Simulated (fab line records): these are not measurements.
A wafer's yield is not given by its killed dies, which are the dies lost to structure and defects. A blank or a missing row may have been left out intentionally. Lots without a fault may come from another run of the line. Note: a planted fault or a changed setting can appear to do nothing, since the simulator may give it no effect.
What tool caused it? + flow berkeley cmos170 + 13 lots with 39 wafers sampled at 6 steps, on a route of 331 steps

## WHAT THE GAUGES READ, wafer by wafer
UCB170_CONTACT_THK_MEAS_02.
| lot  | measured     | on            | CONTACT_PSG_THK (nm) |
|------|--------------|---------------|----------------------|
| L916 | day 8 00:52  | film metro-02 | 726 726 726          |
| L917 | day 8 01:05  | film metro-02 | 714 715 715          |
| L918 | day 8 09:46  | film metro-04 | 721 723 718          |
| L923 | day 9 13:51  | film metro-02 | 768 772 768          |
| L922 | day 9 14:53  | film metro-03 | 728 733 732          |
| L920 | day 9 14:55  | film metro-04 | 717 717 715          |
| L928 | day 10 03:35 | film metro-02 | 723 726 723          |
| L929 | day 10 03:50 | film metro-03 | 715 724 723          |
| L927 | day 10 05:37 | film metro-02 | 719 712 717          |
| L931 | day 10 10:08 | film metro-02 | 724 724 723          |
| L930 | day 10 11:55 | film metro-03 | 729 731 736          |
| L932 | day 10 20:59 | film metro-02 | 726 718 720          |
| L934 | day 11 11:28 | film metro-02 | 722 724 723          |

UCB170_CONTACT_CD_MEAS_90: target cd 700 nm.
| lot  | measured     | on        | cd nm (nm)        |
|------|--------------|-----------|-------------------|
| L916 | day 8 07:58  | cd sem-01 | 698.9 698.1 701.2 |
| L917 | day 8 08:53  | cd sem-02 | 701.1 698.8 699.4 |
| L918 | day 8 13:52  | cd sem-01 | 700.6 700.4 700.4 |
| L923 | day 9 16:50  | cd sem-02 | 699.1 700.4 701.5 |
| L922 | day 9 17:28  | cd sem-02 | 700.4 700.9 701.6 |
| L920 | day 9 18:04  | cd sem-01 | 702.1 700.9 701.1 |
| L928 | day 10 06:38 | cd sem-01 | 701.9 700.1 702.4 |
| L929 | day 10 07:08 | cd sem-01 | 703.7 701.8 701.6 |
| L927 | day 10 09:08 | cd sem-01 | 700.5 701.4 702.2 |
| L931 | day 10 13:56 | cd sem-01 | 700.2 702.9 702.5 |
| L930 | day 10 17:02 | cd sem-02 | 700.1 702.3 702.8 |
| L932 | day 11 00:43 | cd sem-01 | 700.0 700.7 699.5 |
| L934 | day 11 13:55 | cd sem-01 | 699.8 700.5 700.0 |

UCB170_M1_CD_MEAS_09: target cd 700 nm.
| lot  | measured     | on        | cd nm (nm)        |
|------|--------------|-----------|-------------------|
| L916 | day 8 10:56  | cd sem-02 | 699.7 700.1 698.9 |
| L917 | day 8 11:16  | cd sem-02 | 698.7 698.2 699.4 |
| L918 | day 8 15:14  | cd sem-02 | 698.0 698.3 698.7 |
| L923 | day 9 18:51  | cd sem-02 | 697.9 699.0 700.3 |
| L922 | day 9 19:20  | cd sem-01 | 699.6 699.4 700.8 |
| L920 | day 9 19:43  | cd sem-02 | 697.2 697.4 697.9 |
| L928 | day 10 09:12 | cd sem-02 | 696.8 699.7 697.7 |
| L929 | day 10 09:55 | cd sem-02 | 700.5 699.1 700.9 |
| L927 | day 10 11:22 | cd sem-01 | 698.5 698.9 698.5 |
| L931 | day 10 17:18 | cd sem-01 | 699.4 700.8 700.7 |
| L930 | day 10 19:58 | cd sem-01 | 700.6 701.1 699.7 |
| L932 | day 11 03:07 | cd sem-01 | 698.6 699.0 698.0 |
| L934 | day 11 16:07 | cd sem-01 | 701.1 699.9 699.6 |

## TOOL THAT RAN EACH LOT (tool first, then ch and the chambers of the sampled wafers, then the start)
| lot  | UCB170_SDANNEAL_RTA_01           | UCB170_CONTACT_CVD_01       | UCB170_CONTACT_ETCH_18                        |
|------|----------------------------------|-----------------------------|-----------------------------------------------|
| L916 | rtp anneal-02 ch 0, day 7 20:47  | lpcvd-02 ch 1, day 7 23:01  | rie diel-01 ch 0,3, day 8 07:58 or earlier    |
| L917 | rtp anneal-01 ch 0, day 7 21:38  | lpcvd-01 ch 0, day 7 23:19  | rie diel-04 ch 1,2,3, day 8 08:53 or earlier  |
| L918 | rtp anneal-02 ch 0, day 8 05:03  | lpcvd-01 ch 1, day 8 07:05  | rie diel-01 ch 1,2,3, day 8 13:52 or earlier  |
| L923 | rtp anneal-02 ch 0, day 9 10:58  | lpcvd-01 ch 0, day 9 12:04  | rie diel-01 ch 1,2,3, day 9 16:50 or earlier  |
| L922 | rtp anneal-02 ch 0, day 9 11:05  | lpcvd-02 ch 1, day 9 13:07  | rie diel-04 ch 0,1,2, day 9 17:28 or earlier  |
| L920 | rtp anneal-01 ch 0, day 9 11:25  | lpcvd-02 ch 0, day 9 13:07  | rie diel-03 ch 1,2, day 9 18:04 or earlier    |
| L928 | rtp anneal-01 ch 0, day 10 00:37 | lpcvd-01 ch 1, day 10 01:47 | rie diel-03 ch 1,2, day 10 06:38 or earlier   |
| L929 | rtp anneal-02 ch 0, day 10 00:58 | lpcvd-02 ch 1, day 10 02:02 | rie diel-04 ch 1,3, day 10 07:08 or earlier   |
| L927 | rtp anneal-01 ch 0, day 10 01:17 | lpcvd-02 ch 1, day 10 03:50 | rie diel-04 ch 1,3, day 10 09:08 or earlier   |
| L931 | rtp anneal-02 ch 0, day 10 07:16 | lpcvd-02 ch 1, day 10 08:20 | rie diel-01 ch 1,2,3, day 10 13:56 or earlier |
| L930 | rtp anneal-02 ch 0, day 10 07:53 | lpcvd-02 ch 0, day 10 10:08 | rie diel-01 ch 1,3, day 10 17:02 or earlier   |
| L932 | rtp anneal-01 ch 0, day 10 18:07 | lpcvd-02 ch 1, day 10 19:11 | rie diel-01 ch 0,1, day 11 00:43 or earlier   |
| L934 | rtp anneal-01 ch 0, day 11 08:35 | lpcvd-02 ch 0, day 11 09:40 | rie diel-04 ch 2,3, day 11 13:55 or earlier   |
- UCB170_SDANNEAL_RTA_01: time 5 s.
- UCB170_CONTACT_CVD_01: deposits PSG from SiH4/O2/PH3, target thk 700 nm, time 2820 s.
- UCB170_CONTACT_ETCH_18: etches PSG in CHF3/CF4/Ar, stops on TiSi2, target depth 840 nm, time 195 s.

## AS READ BY THE TOOLS THEMSELVES (means over the sampled wafers that have a number; for cases with no such wafer, the mark the record gives instead)
UCB170_SDANNEAL_RTA_01.
| lot  | tool          | anneal temp c max | chamber o2 ppm | lamp power pct (%) | wafer_temp_C_max |
|------|---------------|-------------------|----------------|--------------------|------------------|
| L916 | rtp anneal-02 | 1053.4            | 2.004          | 37.7               | 1055.4           |
| L917 | rtp anneal-01 | 1056.1            | 1.990          | 40.1               | 1055.8           |
| L918 | rtp anneal-02 | 1052.2            | 1.987          | 37.8               | 1055.2           |
| L923 | rtp anneal-02 | 1054.5            | 2.025          | 37.8               | 1055.3           |
| L922 | rtp anneal-02 | 1053.4            | 1.973          | 37.8               | 1055.1           |
| L920 | rtp anneal-01 | 1055.1            | 2.001          | 40.0               | 1056.0           |
| L928 | rtp anneal-01 | 1055.3            | 1.999          | 40.1               | 1056.1           |
| L929 | rtp anneal-02 | 1053.1            | 1.967          | 37.8               | 1055.7           |
| L927 | rtp anneal-01 | 1056.2            | 1.975          | 40.0               | 1054.7           |
| L931 | rtp anneal-02 | 1053.4            | 1.988          | 37.8               | 1055.4           |
| L930 | rtp anneal-02 | 1052.2            | 2.000          | 37.7               | 1054.6           |
| L932 | rtp anneal-01 | 1056.2            | 1.989          | 40.1               | 1055.5           |
| L934 | rtp anneal-01 | 1055.4            | 2.017          | 40.0               | 1055.1           |

UCB170_CONTACT_ETCH_18.
| lot  | tool        | cf4 flow sccm (sccm) | drypump motor current A (A) | oes product au (a.u.) | throttle valve pct (%) |
|------|-------------|----------------------|-----------------------------|-----------------------|------------------------|
| L916 | rie diel-01 | 14.97                | 5.4                         | 0.912                 | 6.84                   |
| L917 | rie diel-04 | 15.01                | 5.9                         | 0.894                 | 7.07                   |
| L918 | rie diel-01 | 15.04                | 5.6                         | 0.914                 | 6.80                   |
| L923 | rie diel-01 | 14.99                | 5.6                         | 0.948                 | 6.80                   |
| L922 | rie diel-04 | 14.99                | 5.8                         | 0.925                 | 7.04                   |
| L920 | rie diel-03 | 14.97                | 6.0                         | 0.914                 | 6.87                   |
| L928 | rie diel-03 | 15.00                | 6.4                         | 0.923                 | 6.93                   |
| L929 | rie diel-04 | 15.01                | 6.1                         | 0.890                 | 7.14                   |
| L927 | rie diel-04 | 14.95                | 6.3                         | 0.894                 | 7.14                   |
| L931 | rie diel-01 | 15.01                | 5.6                         | 0.916                 | 6.80                   |
| L930 | rie diel-01 | 15.07                | 5.6                         | 0.915                 | 6.79                   |
| L932 | rie diel-01 | 14.99                | 5.5                         | 0.909                 | 6.83                   |
| L934 | rie diel-04 | 14.97                | 5.7                         | 0.899                 | 7.06                   |

## THE ANSWER, worked out from the rows above alone
Rule: the lots themselves supply what counts as usual. Put in order of their means at a reading, lots are off if they are a third of the lots or fewer, leave a main group of 4 or more, and stand apart from it by a gap of 3 or more times the standard deviation of the main group's means; of several such gaps the widest counts. A main group whose means are all the same, to the digits that the tables above print for the reading, isn't used. Also off: a lot with no number at a reading for which 4 or more lots have one. All remaining lots with rows at the step are treated as sound. The gauges are gone through in route order, then the tools' own readings, and for those a lot's mean is taken as printed above. At the first step where some lot is off, the reading lying furthest off is the one used; lots without a number count as furthest.
Off: L923, at UCB170_CONTACT_THK_MEAS_02 (CONTACT_PSG_THK). Mean 722 nm and standard deviation 5.2 in the main group.
If a tool, at a process step before that reading, ran all the lots that are off and no sound lot after the first of them, it fits. The gauges at UCB170_CONTACT_THK_MEAS_02 are tried like those tools. None of those tried fits.

## WHAT WAS PUT IN BY THE SIMULATOR
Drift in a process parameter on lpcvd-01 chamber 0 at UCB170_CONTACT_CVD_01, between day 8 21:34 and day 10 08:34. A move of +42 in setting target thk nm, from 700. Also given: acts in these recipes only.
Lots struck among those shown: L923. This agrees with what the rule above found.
